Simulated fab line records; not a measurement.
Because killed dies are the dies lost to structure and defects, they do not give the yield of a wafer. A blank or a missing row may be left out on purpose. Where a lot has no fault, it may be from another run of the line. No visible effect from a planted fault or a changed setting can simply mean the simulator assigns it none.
Which of the tools did it? + flow ritCmos + Sampling: 6 lots, 18 wafers, 2 of 202 route steps

== WHAT THE GAUGES SHOWED, per wafer ==
RIT_ACTIVE_THK_MEAS_02.
| lot  | measured    | on           | ACTIVE_OXIDE_THK (nm) |
|------|-------------|--------------|-----------------------|
| L687 | day 1 18:37 | filmMetro-02 | 47.2 46.9 47.3        |
| L689 | day 2 03:05 | filmMetro-01 | 46.2 45.1 45.9        |
| L698 | day 4 03:46 | filmMetro-04 | 52.4 51.5 51.4        |
| L702 | day 5 00:16 | filmMetro-02 | 47.0 46.6 46.8        |
| L704 | day 5 08:21 | filmMetro-02 | 47.1 46.8 47.5        |
| L709 | day 6 07:11 | filmMetro-01 | 46.3 45.4 45.9        |

== WHICH TOOL RAN EACH LOT (tool, then ch and the chambers of the sampled wafers, then the start) ==
| lot  | RIT_ACTIVE_OXIDATION_01      |
|------|------------------------------|
| L687 | furnace-03 ch 0, day 1 16:41 |
| L689 | furnace-04 ch 0, day 2 01:07 |
| L698 | furnace-04 ch 0, day 4 01:50 |
| L702 | furnace-03 ch 0, day 4 22:20 |
| L704 | furnace-03 ch 0, day 5 06:23 |
| L709 | furnace-03 ch 0, day 6 05:15 |
- RIT_ACTIVE_OXIDATION_01: target thk 46.8 nm, ox time 3360 s.

== THE ANSWER, worked out from the rows above alone ==
Rule: the usual values come from the lots themselves. The widest of any qualifying gaps counts: lots, ordered by their means at a reading, are off when they make up no more than a third of the lots, leave a main group of 4 or more, and stand apart from it by 3 or more times the standard deviation of that group's means. The tables above print the reading to a certain number of digits; a main group whose means all agree to those digits is not used. Also off: a lot with no number at a reading for which 4 or more lots have one. Any other lot the step has rows for is counted as sound.
Off: at RIT_ACTIVE_THK_MEAS_02 (ACTIVE_OXIDE_THK), L698. The main group: mean 46.5 nm, standard deviation 0.61.
A tool fits if, at a process step before that reading, it ran every lot that is off, and no sound lot after the first of them. Gauges at RIT_ACTIVE_THK_MEAS_02: tried the same way as those tools. 2 tools fit, furnace-04 at RIT_ACTIVE_OXIDATION_01 and filmMetro-04 at RIT_ACTIVE_THK_MEAS_02, so this cannot tell which one it is.

== WHAT THE SIMULATOR HAD INSERTED ==
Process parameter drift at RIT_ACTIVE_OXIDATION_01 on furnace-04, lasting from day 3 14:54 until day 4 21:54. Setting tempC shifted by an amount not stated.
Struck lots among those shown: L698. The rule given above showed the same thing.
